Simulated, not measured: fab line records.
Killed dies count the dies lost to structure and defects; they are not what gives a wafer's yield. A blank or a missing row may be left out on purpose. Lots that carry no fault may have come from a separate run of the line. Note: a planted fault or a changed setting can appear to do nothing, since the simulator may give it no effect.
A lot that was struck, set against a sound lot || flow berkeleyCmos170 || 18 steps out of a route of 331
Sound: the wafers L580.1, L580.5, L580.6. The struck wafers were L581.1, L581.3, L581.4. The cause is named last.
For every step that has rows: the tool of each side, followed by ch and its chambers, followed by its first start. Under that, the readings that differ: sound wafers || struck wafers || difference of the means || sigmas: that difference in standard deviations of wafers without a fault.
alike: words and numbers the same on both sides, and readings whose means are apart by under 2 such deviations; not compared: readings that were withheld, readings missing a value for some wafer, numbers with overlapping values and no deviation given by the record, and bounds like >300 which may hide the same value.
The two part at a step that has a row with sigmas, a row that says differs or no value, or rows on one side only. Non-overlapping numbers with no deviation appear without sigmas and do not part them. Lack of a reading on every wafer of one side parts them only where that side has two or more wafers.

first, 2 steps without rows for these wafers: UCB170_GATE_PEB_10; UCB170_GATE_DEVELOP_11 (develop time 45 s).
UCB170_GATE_CD_MEAS_12: target cd 350 nm.
  sound: cdSem-02 at day 6 06:58; struck: cdSem-01 at day 6 23:24
  alike: cdNm
UCB170_GATE_OVL_MEAS_13:
  sound: overlay-01 at day 6 07:05; struck: overlay-01 at day 6 23:31
  alike: GATE_OVL
UCB170_GATE_ETCH_14: etches BARC in N2/H2.
  sound on rieDiel-02 ch 0,1,2, day 6 07:07; struck on rieDiel-01 ch 1,2,3, day 6 23:34
  alike: chamberPressureMTorr, drypumpMotorCurrentA, oesProductAu, throttleValvePct
UCB170_GATE_ETCH_15: etches poly-Si in HBr/Cl2, stops on SiO2, time 56.3 s, target depth 278.2 nm.
  sound on rieSi-01 ch 2,3, day 6 07:09; struck on rieSi-01 ch 0,1,3, day 6 23:36
  alike: chamberPressureMTorr, drypumpMotorCurrentA, oesProductAu, throttleValvePct
  not compared: rfHoursCounterH
UCB170_GATE_STRIP_16: strips in O2.
  sound on plasmaAsher-02 ch 0,1, day 6 07:12; struck on plasmaAsher-02 ch 0,1, day 6 23:39
  alike: chamberPressureMTorr, drypumpMotorCurrentA, oesProductAu
  not compared: rfHoursCounterH
UCB170_GATE_CD_MEAS_90: target cd 350 nm.
  sound: cdSem-02 at day 6 07:18; struck: cdSem-01 at day 6 23:45
  alike: cdNm
then, 4 steps without rows for these wafers: UCB170_GATE_CLEAN_17 (cleans in SPM, time 600 s); UCB170_PLDD_HMDS_00 (prime time 60 s); UCB170_PLDD_COAT_01 (resist thk 900 nm); UCB170_PLDD_SOFTBAKE_02 (time 60 s).
UCB170_PLDD_EXPOSE_03: exposes mask PSELECT, target cd 1200 nm.
  sound on krfScanner-01 ch 0, day 6 08:10; struck on krfScanner-01 ch 0, day 7 00:40
{"reading": "model.PLDD.overlayXNm (nm)", "sound": "3.169 3.169 3.169", "struck": "288.2 288.2 288.2", "difference": "+285.0", "sigmas": ""}
  alike: mask, focusOffsetNm
then, 2 steps without rows for these wafers: UCB170_PLDD_PEB_04; UCB170_PLDD_DEVELOP_05 (develop time 45 s).
UCB170_PLDD_CD_MEAS_06: target cd 1200 nm.
  sound: cdSem-02 at day 6 08:34; struck: cdSem-02 at day 7 01:25
  alike: cdNm
UCB170_PLDD_OVL_MEAS_07:
  sound: overlay-01 at day 6 08:41; struck: overlay-01 at day 7 01:44
{"reading": "PLDD_OVL (nm)", "sound": "2 9 9", "struck": "295 287 292", "difference": "+285", "sigmas": "+46"}
  not compared: hold
UCB170_M3_PROBE_99:
  the record has rows for the sound wafers here (prober-02, day 8 03:50) and none for the struck ones

## WHERE THEY PART
Earliest at UCB170_PLDD_OVL_MEAS_07; latest, in this record, at UCB170_M3_PROBE_99.

WHY: what had been put in by the simulator
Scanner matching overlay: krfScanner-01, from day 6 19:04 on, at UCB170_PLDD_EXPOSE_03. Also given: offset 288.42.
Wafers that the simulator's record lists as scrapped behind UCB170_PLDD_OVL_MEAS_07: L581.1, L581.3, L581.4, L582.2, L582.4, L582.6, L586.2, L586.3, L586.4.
